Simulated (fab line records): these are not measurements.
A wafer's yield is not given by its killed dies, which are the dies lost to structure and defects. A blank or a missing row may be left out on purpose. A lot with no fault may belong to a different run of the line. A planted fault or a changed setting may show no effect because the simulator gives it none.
A lot that was struck, set against a sound lot	flow ritCmos	15 out of 202 route steps
Sound: the wafers L732.1, L732.3, L732.4. The struck wafers were L737.2, L737.4, L737.6. The cause is named last.
Order at every step that has rows: each side's tool, ch and its chambers, its first start. Under that, the readings that differ: sound wafers	struck wafers	difference of the means	sigmas: that difference in standard deviations of wafers without a fault.
alike: readings whose means differ by less than 2 such deviations, and words and numbers that are the same on both sides. not compared: withheld readings, readings that some wafer has no value for, bounds like >300 that may hide the same value, and numbers for which the record gives no deviation and whose values overlap.
Wherever a step has rows on one side only, a row that says differs or no value, or a row with sigmas, the two part there. Numbers that don't overlap but have no deviation are shown without sigmas and don't part them. A reading missing from all wafers of one side parts the sides only when that side holds two or more wafers.

RIT_ACTIVE_THK_MEAS_02:
  struck on filmMetro-03, day 2 13:05; sound on filmMetro-04, day 1 16:04
  alike: ACTIVE_OXIDE_THK
then, 1 step without rows for these wafers: RIT_ACTIVE_CVD_03 (deposits Si3N4 from SiH2Cl2/NH3, target thk 150 nm, time 1500 s).
RIT_ACTIVE_THK_MEAS_04:
  struck on filmMetro-04, day 2 14:34; sound on filmMetro-02, day 1 18:16
  alike: ACTIVE_NITRIDE_THK
then, 6 steps without rows for these wafers: RIT_ACTIVE_HMDS_05 (prime time 61.04 s); RIT_ACTIVE_COAT_06 (resist thk 1000 nm); RIT_ACTIVE_SOFTBAKE_07 (time 60 s); RIT_ACTIVE_EXPOSE_08 (exposes mask M1, target cd 1400 nm); RIT_ACTIVE_PEB_09; RIT_ACTIVE_DEVELOP_10 (develop time 50 s).
RIT_ACTIVE_CD_MEAS_11: the cd target is 1400 nm.
  struck on cdSem-02, day 2 15:38; sound on cdSem-02, day 1 19:32
  alike: cdNm
then, 1 step without rows for these wafers: RIT_ACTIVE_HARDBAKE_12 (time 60 s).
RIT_ACTIVE_ETCH_13: etches Si3N4 in SF6, stops on SiO2, time 210 s, target depth 210 nm.
  sound on rieDiel-01 ch 0,2,3, day 1 20:03; struck on rieDiel-03 ch 1,3, day 2 15:53
  alike: drypumpMotorCurrentA, oesProductAu, rfFwdPowerW, throttleValvePct
  not compared: rfHoursCounterH
RIT_ACTIVE_STRIP_14: strips in O2, time 180 s.
  sound on plasmaAsher-03 ch 0,1, day 1 20:11; struck on plasmaAsher-03 ch 0,1, day 2 16:01
  no value came back on the struck wafers for chamberPressureMTorr (mTorr), drypumpMotorCurrentA (A); on the sound wafers chamberPressureMTorr (mTorr) reads 3998 4000 4000
reading	sound	struck	difference	sigmas
model.NOVOLAK_of_ACTIVE_COAT_06.thkNm (nm)	0 0 0	655.2 653.5 646.6	+651.8	
  not compared: rfHoursCounterH
RIT_ACTIVE_CD_MEAS_90: the cd target is 1400 nm.
  struck on cdSem-02, day 2 16:14; sound on cdSem-01, day 1 20:21
  alike: cdNm
-- the record jumps here: 2 days lie between the struck wafers' starts before and after (it left off in module ACTIVE and takes up again in module M1, whose first step shown is number 202 of the route) --
RIT_M1_PROBE_99:
  struck on prober-01, day 4 17:33; sound on prober-01, day 3 20:11
reading	sound	struck	difference	sigmas
killed_at_M0_to_M3	0 0 0	0 0 1	+0	+2
killedAtFrontEnd	5 4 4	264 264 263	+259	+81
killedDies	5 4 4	264 264 264	+260	+81
killedOnRim	2 2 2	70 70 70	+68	+45
  alike: killedOpen, killedShort

## WHERE THEY PART
Earliest at RIT_ACTIVE_STRIP_14; latest, in this record, at RIT_M1_PROBE_99.

WHY: what the simulator had put in
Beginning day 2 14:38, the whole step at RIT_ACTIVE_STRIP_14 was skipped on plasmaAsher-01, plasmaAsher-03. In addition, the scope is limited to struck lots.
